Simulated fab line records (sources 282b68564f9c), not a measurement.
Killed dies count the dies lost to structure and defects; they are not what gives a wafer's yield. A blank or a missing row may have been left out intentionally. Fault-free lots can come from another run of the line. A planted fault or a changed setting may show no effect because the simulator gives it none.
A struck lot beside a sound one / flow rit-cmos / 30 out of 202 route steps
Sound: these wafers, L663.1, L663.2, L663.6. Struck: wafers L667.1, L667.3, L667.5. The cause is named last.
For every step that has rows: the tool of each side, followed by ch and its chambers, followed by its first start. Under that, the readings that differ: sound wafers / struck wafers / difference of the means / sigmas: that difference in standard deviations of wafers without a fault.
alike: readings with means less than 2 such deviations apart, plus words and numbers identical on both sides. not compared: withheld readings, readings lacking a value on some wafer, bounds such as >300 that could conceal the same value, and numbers that have no deviation in the record and whose values overlap.
The two part at a step that has a row with sigmas, a row that says differs or no value, or rows on one side only. Numbers that don't overlap but have no deviation are shown without sigmas and don't part them. A reading missing from all wafers of one side parts the sides only when that side holds two or more wafers.

first, 6 steps without rows for these wafers: RIT_SDANNEAL_RTA_03 (time 5 s); RIT_SILICIDE_WET_ETCH_00 (etches SiO2 in BOE, target depth 14 nm, time 15 s); RIT_SILICIDE_SPUTTER_01 (material Ti, target thk 30 nm, time 240 s); RIT_SILICIDE_RTA_04 (time 10 s, ramp up 5 s, ramp down 5 s); RIT_SILICIDE_WET_ETCH_05 (etches Ti in SPM, time 120 s); RIT_SILICIDE_RTA_06 (time 10 s, ramp up 5 s, ramp down 10 s).
RIT_CONTACT_CVD_00: deposits SiO2 from TEOS, target thk 400 nm, time 61 s.
  sound on pecvd-03 ch 0,1, day 7 04:09; struck on pecvd-01 ch 2, day 8 02:53
reading=run-length-s (s); sound=89.2 88.9 89.3; struck=90.9 90.9 91.0; difference=+1.8; sigmas=+3
reading=model.SiO2_of_CONTACT_CVD_00.thk-nm (nm); sound=394.7 398.1 401.7; struck=415.5 419.4 421; difference=+20.5; sigmas=
  alike: heater-power-w, rf-fwd-power-W
RIT_CONTACT_THK_MEAS_01:
  sound on film-metro-03, day 7 04:12; struck on film-metro-04, day 8 02:58
reading=CONTACT_TEOS_THK (nm); sound=395 398 402; struck=416 420 421; difference=+21; sigmas=+4
then, 7 steps without rows for these wafers: RIT_CONTACT_HMDS_02 (prime time 60 s); RIT_CONTACT_COAT_03 (resist thk 1000 nm); RIT_CONTACT_SOFTBAKE_04 (time 60 s); RIT_CONTACT_EXPOSE_05 (exposes mask M11, target cd 1000 nm); RIT_CONTACT_PEB_06; RIT_CONTACT_DEVELOP_07 (develop time 120 s); RIT_CONTACT_HARDBAKE_10 (time 60 s).
RIT_CONTACT_ETCH_11: etches SiO2 in CHF3/CF4/Ar, stops on TiSi2, target depth 480 nm, time 315.2 s.
  sound on rie-diel-03 ch 0,1,3, day 7 05:40; struck on rie-diel-03 ch 1,3, day 8 04:18
reading=model.etch.depth-nm (nm); sound=394.7 398.1 401.7; struck=415.5 419.4 421; difference=+20.5; sigmas=
reading=model.CONTACT.feature-depth-nm (nm); sound=394.7 398.1 401.7; struck=415.5 419.4 421; difference=+20.5; sigmas=
  alike: drypump-motor-current-A, oes-product-au, rf-fwd-power-W, throttle-valve-pct
  not compared: rf-hours-counter-h
then, 11 steps without rows for these wafers: RIT_CONTACT_STRIP_12 (strips in O2, time 180 s); RIT_CONTACT_CLEAN_13 (cleans in SC1, time 600 s); RIT_CONTACT_CLEAN_14 (cleans in SC2, time 600 s); RIT_M1_SPUTTER_00 (material Al, target thk 400 nm, time 500 s); RIT_M1_HMDS_03 (prime time 60 s); RIT_M1_COAT_04 (resist thk 1300 nm); RIT_M1_SOFTBAKE_05 (time 60 s); RIT_M1_EXPOSE_06 (exposes mask M12, target cd 2600 nm); RIT_M1_PEB_07; RIT_M1_DEVELOP_08 (develop time 68 s); RIT_M1_HARDBAKE_11 (time 120 s).
RIT_M1_METAL_ETCH_12: etches Al in Cl2/BCl3, stops on SiO2, time 165 s, target depth 600 nm.
  sound on rie-metal-02 ch 0,1, day 7 08:23; struck on rie-metal-03 ch 0,1, day 8 06:54
reading=model.SiO2_of_CONTACT_CVD_00.thk-nm (nm); sound=358.7 362.8 366.2; struck=379.7 383.3 385.1; difference=+20.1; sigmas=
  alike: drypump-motor-current-A, oes-product-au, rf-fwd-power-W, throttle-valve-pct
  not compared: rf-hours-counter-h
then, 1 step without rows for these wafers: RIT_M1_STRIP_13 (strips in nmp, time 600 s).
RIT_M1_PROBE_99:
  sound on prober-02, day 7 10:38; struck on prober-02, day 8 09:10
  alike: killed-at-front-end, killed-dies, killed-open, killed-short

## WHERE THEY PART
Earliest at RIT_CONTACT_CVD_00; latest, in this record, at RIT_CONTACT_THK_MEAS_01. Later steps at which nothing parts them and some readings are alike: RIT_CONTACT_ETCH_11, RIT_M1_METAL_ETCH_12, RIT_M1_PROBE_99.

WHY: what the simulator had put in
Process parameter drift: pecvd-01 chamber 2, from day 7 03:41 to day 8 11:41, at RIT_CONTACT_CVD_00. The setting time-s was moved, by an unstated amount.
